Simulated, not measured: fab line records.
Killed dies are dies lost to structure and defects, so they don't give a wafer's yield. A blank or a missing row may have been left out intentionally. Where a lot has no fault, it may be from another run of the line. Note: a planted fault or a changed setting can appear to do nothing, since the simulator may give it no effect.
Comparing a struck lot with a sound one | flow rit cmos | 43 steps out of a route of 202
Sound: these wafers, L800.4, L800.5, L800.6. The struck wafers were L810.1, L810.3, L810.5. Last of all comes the cause.
For every step that has rows: the tool of each side, followed by ch and its chambers, followed by its first start. Under that, the readings that differ: sound wafers | struck wafers | difference of the means | sigmas: that difference in standard deviations of wafers without a fault.
alike: readings whose means differ by less than 2 such deviations, and words and numbers that are the same on both sides. not compared: withheld readings, readings that some wafer has no value for, bounds like >300 that may hide the same value, and numbers for which the record gives no deviation and whose values overlap.
Wherever a step has rows on one side only, a row that says differs or no value, or a row with sigmas, the two part there. Non-overlapping numbers with no deviation appear without sigmas and do not part them. A reading that every wafer of one side lacks parts them only if that side has two wafers or more.

first, 2 steps without rows for these wafers: RIT_SPACER_CLEAN_02 (cleans in SC2, time 600 s); RIT_SPACER_CVD_03 (deposits Si3N4 from SiH2Cl2/NH3, target thk 250 nm, time 3300 s).
RIT_SPACER_THK_MEAS_04:
  struck on film metro-01, day 6 14:12; sound on film metro-04, day 4 21:19
  alike: SPACER_NITRIDE_THK
RIT_SPACER_ETCHBACK_05: etches Si3N4 in SF6/CHF3, stops on SiO2, target depth 250 nm, time 240 s.
  sound on rie diel-04 ch 0,1,3, day 4 21:20; struck on rie diel-04 ch 1,2, day 6 14:16
  alike: drypump motor current A, oes product au, throttle valve pct
  not compared: rf hours counter h
then, 6 steps without rows for these wafers: RIT_NSD_HMDS_00 (prime time 60 s); RIT_NSD_COAT_01 (resist thk 1000 nm); RIT_NSD_SOFTBAKE_02 (time 60 s); RIT_NSD_EXPOSE_03 (exposes mask M9, target cd 40700 nm); RIT_NSD_PEB_04; RIT_NSD_DEVELOP_05 (develop time 50 s).
RIT_NSD_OVL_MEAS_06:
  struck on overlay-01, day 6 15:16; sound on overlay-01, day 4 22:29
  alike: NSD_OVL
then, 1 step without rows for these wafers: RIT_NSD_HARDBAKE_07 (time 60 s).
RIT_NSD_IMPLANT_08:
  sound on implanter-04 ch 0, day 4 22:44; struck on implanter-03 ch 0, day 6 15:29
  alike: beam energy keV
RIT_NSD_STRIP_09: strips in O2, time 180 s.
  sound on plasma asher-02 ch 0,1, day 4 22:52; struck on plasma asher-03 ch 0,1, day 6 15:38
  alike: drypump motor current A
  not compared: rf hours counter h
RIT_NSD_TW_MEAS_10:
  struck on film metro-02, day 6 15:49; sound on film metro-01, day 4 23:01
  alike: NSD_TW
then, 6 steps without rows for these wafers: RIT_PSD_HMDS_00 (prime time 60 s); RIT_PSD_COAT_01 (resist thk 1000 nm); RIT_PSD_SOFTBAKE_02 (time 60 s); RIT_PSD_EXPOSE_03 (exposes mask M10, target cd 40900 nm); RIT_PSD_PEB_04; RIT_PSD_DEVELOP_05 (develop time 50 s).
RIT_PSD_OVL_MEAS_06:
  struck on overlay-02, day 6 16:43; sound on overlay-02, day 5 00:20
  alike: PSD_OVL
then, 2 steps without rows for these wafers: RIT_PSD_HARDBAKE_07 (time 60 s); RIT_PSD_IMPLANT_08.
RIT_PSD_STRIP_09: strips in O2, time 180 s.
  sound on plasma asher-01 ch 0,1, day 5 00:45; struck on plasma asher-01 ch 0,1, day 6 17:04
  alike: drypump motor current A
  not compared: rf hours counter h
RIT_PSD_TW_MEAS_10:
  struck on film metro-01, day 6 17:14; sound on film metro-01, day 5 00:54
  alike: PSD_TW
then, 3 steps without rows for these wafers: RIT_SDANNEAL_CLEAN_00 (cleans in SC1, time 600 s); RIT_SDANNEAL_CLEAN_01 (cleans in dHF, time 30 s); RIT_SDANNEAL_CLEAN_02 (cleans in SC2, time 600 s).
RIT_SDANNEAL_RTA_03: time 5 s.
  sound on rtp anneal-01 ch 0, day 5 01:20; struck on rtp anneal-01 ch 0, day 6 17:42
  alike: chamber o2 ppm, wafer_temp_C_max
RIT_SDANNEAL_RS_MEAS_04: measures by four-point-probe.
  struck on film metro-01, day 6 17:46; sound on film metro-01, day 5 01:26
  alike: PSD_RS
RIT_SDANNEAL_RS_MEAS_05: measures by four-point-probe.
  struck on film metro-01, day 6 17:53; sound on film metro-01, day 5 01:33
  alike: NSD_RS
RIT_SDANNEAL_RS_MEAS_06: measures by four-point-probe.
  struck on film metro-01, day 6 18:00; sound on film metro-01, day 5 01:40
  alike: PLDD_RS
RIT_SDANNEAL_RS_MEAS_07: measures by four-point-probe.
  struck on film metro-01, day 6 18:07; sound on film metro-01, day 5 01:47
  alike: NLDD_RS
then, 2 steps without rows for these wafers: RIT_SILICIDE_WET_ETCH_00 (etches SiO2 in BOE, target depth 14 nm, time 15 s); RIT_SILICIDE_SPUTTER_01 (material Ti, target thk 30 nm, time 240 s).
RIT_SILICIDE_RS_MEAS_02: measures by four-point-probe.
  struck on film metro-03, day 6 18:24; sound on film metro-02, day 5 02:04
  reading                 | sound          | struck         | difference | sigmas
  SILICIDE_TI_RS (ohm/sq) | 47.4 47.5 47.3 | 48.6 48.6 48.9 | +1.3       | +2
RIT_SILICIDE_THK_MEAS_03: measures by xrf.
  struck on film metro-03, day 6 18:31; sound on film metro-02, day 5 02:10
  reading              | sound          | struck         | difference | sigmas
  SILICIDE_TI_THK (nm) | 30.5 30.5 30.5 | 29.9 29.9 29.8 | -0.6       | -2
then, 2 steps without rows for these wafers: RIT_SILICIDE_RTA_04 (time 10 s, ramp up 5 s, ramp down 5 s); RIT_SILICIDE_WET_ETCH_05 (etches Ti in SPM, time 120 s).
RIT_SILICIDE_RTA_06: time 10 s, ramp up 5 s, ramp down 10 s.
  sound on rtp anneal-01 ch 0, day 5 02:20; struck on rtp anneal-01 ch 0, day 6 18:41
  alike: chamber o2 ppm, wafer_temp_C_max
then, 1 step without rows for these wafers: RIT_CONTACT_CVD_00 (deposits SiO2 from TEOS, target thk 400 nm, time 61 s).
RIT_M1_PROBE_99:
  struck on prober-02, day 7 01:31; sound on prober-02, day 5 08:55
  reading                                            | sound                | struck               | difference | sigmas
  model.etest.nmos_0p15.drive ua um rim less centre  | -4.591 -3.931 -3.574 | 12.6 19.32 6.23      | +16.7      |
  model.etest.antenna poly.gate log10 a cm2          | -6.663 -6.328 -6.218 | -3.882 -4.238 -4.039 | +2.350     |
  model.etest.nmos_0p15.gate log10 a cm2             | -5.667 -5.444 -5.595 | -4.003 -4.142 -4.218 | +1.448     |
  model.etest.gate to diffusion comb.leak log10 a um | -12.44 -12.32 -12.46 | -10.98 -11.06 -11.32 | +1.29      |
  model.etest.nmos_0p15.gate bv v (V)                | 4.859 4.785 4.818    | 3.923 3.965 3.981    | -0.864     |
  model.etest.nmos_0p3.bv v (V)                      | 5.449 5.429 5.443    | 4.974 4.993 5.006    | -0.449     |
  model.etest.nmos_0p15.bv v (V)                     | 5.449 5.429 5.443    | 4.974 4.993 5.006    | -0.449     |
  alike: killed at contacts, killed at front end, killed dies, killed open, killed short
  not compared: model.etest.nmos_0p15.drive ua um range

## WHERE THEY PART
First at RIT_SILICIDE_RS_MEAS_02; last, within this record, at RIT_SILICIDE_THK_MEAS_03. Later steps at which nothing parts them and some readings are alike: RIT_SILICIDE_RTA_06, RIT_M1_PROBE_99.

WHY: whatever the simulator had introduced
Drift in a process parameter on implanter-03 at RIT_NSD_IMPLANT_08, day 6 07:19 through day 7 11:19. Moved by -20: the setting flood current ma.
